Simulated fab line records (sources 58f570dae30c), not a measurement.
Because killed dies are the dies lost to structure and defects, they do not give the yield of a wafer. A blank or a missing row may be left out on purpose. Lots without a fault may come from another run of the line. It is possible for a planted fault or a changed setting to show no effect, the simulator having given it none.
8D (eight disciplines) problem report, filled in by code ; flow berkeley-cmos170 ; the parts of the form that need people (team, actions taken, sign-off) are left out

## 1. WHAT WENT WRONG
NSD_RS at UCB170_SDANNEAL_RS_MEAS_03 reads a mean of 32.66 ohm/sq on 6 wafers of 2 lots; wafers without a fault read 37.31 ohm/sq with a standard deviation of 0.088. That puts it -53 standard deviations away from the usual mean.
The step: measures by four-point-probe.
First seen on wafer L704.1, day 8 13:18, on film-metro-03. The record has a number at this step for 42 wafers belonging to 14 lots. By rule, "out" or "out of limits" means more than 4 standard deviations away from the usual mean. Any other wafer with a number is counted as sound.

## 2. WHAT IT IS, AND WHAT IT ISN'T
question;is;is not
which readings at this step;NSD_RS;-
which lots;L704, L705;L694, L695, L696, L707, L708, L709, L712, L713, L714, L715, L716, L717
which wafers of those lots;all that have a number;-
read on which gauges;film-metro-03, film-metro-04;film-metro-02
when;from day 8 13:18;"up to then (9 sound wafers); but 27 sound wafers of L707, L708, L709, L712, L713, L714, L715, L716, L717 came after"

## 3. WHAT RULES OUT EACH SUSPECT
Counting: any tool at a process step up to the reading is kept as a suspect provided that every lot that is out went through it and no sound lot did after the first of them.
- the gauge at UCB170_SDANNEAL_RS_MEAS_03: ruled out. Those wafers that are out were read across 2 gauges (film-metro-03, film-metro-04).
- rie-si-02 at UCB170_GATE_ETCH_15 (etches poly-Si in HBr/Cl2, stops on SiO2, time 56.3 s, target depth 278.2 nm): ruled out as a lasting fault. The sound lots L707, L709, L713, L714, L715 went through it after L704, its earliest lot that is out (day 7 22:33).
- implanter-01 at UCB170_NSD_IMPLANT_08: kept. All lots that are out passed through it, beginning with L704 at day 8 09:19, and no sound lot followed; its final sound lot before that point was L695 at day 6 10:52. Its own dose-ions-cm2, faraday-current-uA readings are out on those wafers.
- plasma-asher-03 at UCB170_NSD_STRIP_09 (strips in O2): ruled out as a lasting fault. The sound lots L707, L708, L713, L714, L715, L717 went through it after L704, its earliest lot that is out (day 8 09:28).
Remaining after the count: implanter-01 at UCB170_NSD_IMPLANT_08.

## 4. THE CAUSE (what the simulator had put in)
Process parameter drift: implanter-01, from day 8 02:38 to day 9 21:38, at UCB170_NSD_IMPLANT_08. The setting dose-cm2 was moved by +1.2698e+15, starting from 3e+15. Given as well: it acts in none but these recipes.
Counting left only this tool.

## 5. THE CHAIN OF EFFECTS, in route order
Each row: a reading whose mean over the struck wafers that have a number lies more than 3 standard deviations from the usual. Only readings whose record carries a usual standard deviation are examined. hours: median over the lots of the time between each lot's start at the first step of this table that gives one and its start at this step. sigmas: the change, counted in usual standard deviations.
hours;step;reading;usual;on struck wafers;change;sigmas
0;UCB170_NSD_IMPLANT_08;dose-ions-cm2;3.0005e+15;4.2722e+15;+1.2717e+15;+99 or more
0;UCB170_NSD_IMPLANT_08;end-station-pressure-torr;1.26e-05 Torr;1.57e-05;+3.13e-06;+5.0
0;UCB170_NSD_IMPLANT_08;faraday-current-uA;9237;13173;+3936;+22
0;UCB170_NSD_STRIP_09;oes-product-au;0.525 a.u.;0.502;-0.023;-5.2
0;UCB170_NSD_STRIP_09;strip-time-to-endpoint-s;35.82 s;39.33;+3.51;+46
3;UCB170_SDANNEAL_RS_MEAS_03;NSD_RS;37.31 ohm/sq;32.66;-4.65;-53
Process steps it contains:
- UCB170_NSD_IMPLANT_08
- UCB170_NSD_STRIP_09: strips in O2.

## 6. WHAT WOULD HAVE CAUGHT IT SOONER
The first out-of-limits reading at a measuring or inspecting step in this record came at day 8 13:18, 11 hours after the fault's start at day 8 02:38.
At UCB170_NSD_IMPLANT_08, the tool's own readings (dose-ions-cm2, faraday-current-uA) were out on each struck wafer the step has a row for, so an alarm limit on them would have fired on the first such wafer.
L705, from the lots that are out (2), started UCB170_NSD_IMPLANT_08 on implanter-01 later than day 8 13:18. A hold on the tool at that time would have spared it.
